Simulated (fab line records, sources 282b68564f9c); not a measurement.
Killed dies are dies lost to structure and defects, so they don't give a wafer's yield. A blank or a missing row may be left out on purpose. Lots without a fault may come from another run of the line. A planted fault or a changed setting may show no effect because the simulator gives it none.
Problem report in the 8D (eight disciplines) form, filled by code | flow rit_cmos | the parts of the form that need people (team, actions taken, sign-off) are left out

1. THE PROBLEM
NWELL_TW at RIT_NWELL_TW_MEAS_10 reads a mean of 2242 on 6 wafers of 2 lots; wafers without a fault read 2154 with a standard deviation of 14. That is +6.3 standard deviations from the usual mean.
First seen on wafer L873.2, day 5 18:27, on film_metro-01. The record holds 42 wafers of 14 lots with a number at this step. Rule for "out", or "out of limits": more than 4 standard deviations from the usual mean. The other wafers with a number count as sound.

2. WHAT IT IS AND WHAT IT IS NOT
question                    | is                           | is not
which readings at this step | NWELL_TW                     | -
which lots                  | L873, L874                   | L855, L857, L860, L863, L864, L865, L866, L868, L872, L875, L876, L878
which wafers of those lots  | all that have a number       | -
read on which gauges        | film_metro-01, film_metro-02 | film_metro-03
when                        | from day 5 18:27             | up to then (27 sound wafers); but 9 sound wafers of L875, L876, L878 came after

3. SUSPECTS, AND WHAT RULES EACH OUT
Counting: a tool at a process step up to the reading stays a suspect if it ran every lot that is out and no sound lot after the first of them.
- the gauge at RIT_NWELL_TW_MEAS_10: ruled out. The wafers that are out were read on 2 gauges (film_metro-01, film_metro-02).
- implanter-01 at RIT_NWELL_IMPLANT_08: kept. It ran every lot that is out, first L873 (day 5 18:08), and no sound lot after that; its last sound lot up to then is L868 (day 4 19:32). Its own readings are out on those wafers: beam_energy_keV.
Left after counting: implanter-01 at RIT_NWELL_IMPLANT_08.

4. THE CAUSE (what the simulator had put in)
Process parameter drift: implanter-01, from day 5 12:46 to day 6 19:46, at RIT_NWELL_IMPLANT_08. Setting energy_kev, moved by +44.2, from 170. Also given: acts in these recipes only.
Counting left only this tool.

5. THE CHAIN OF EFFECTS, in route order
Each row: a reading whose mean over the struck wafers that have a number lies more than 3 standard deviations from the usual. Only readings for which the record gives a usual standard deviation are gone through. hours: the time from each lot's start at the first step in this table that gives one to its start at this step, as a median over the lots. sigmas: the change in usual standard deviations.
hours | step                     | reading         | usual        | on struck wafers | change | sigmas
0     | RIT_NWELL_IMPLANT_08     | beam_energy_keV | 170.01       | 214.20           | +44.19 | +99 or more
0     | RIT_NWELL_TW_MEAS_10     | NWELL_TW        | 2154         | 2242             | +88    | +6.3
8     | RIT_WELLDRIVE_RS_MEAS_01 | NWELL_RS        | 275.7 ohm/sq | 272.0            | -3.7   | -4.4
The process steps in it:
- RIT_NWELL_IMPLANT_08

6. WHAT WOULD HAVE CAUGHT IT SOONER
In this record the first reading out of limits at a measuring or inspecting step was taken at day 5 18:27, 6 hours after the fault began at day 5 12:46.
The tool's own readings at RIT_NWELL_IMPLANT_08 were out on every struck wafer that the step has a row for (beam_energy_keV): an alarm limit on them would have fired on the first of those.
Of the lots that are out (2), L874 began RIT_NWELL_IMPLANT_08 on implanter-01 after day 5 18:27. A hold on the tool at that time would have spared it.
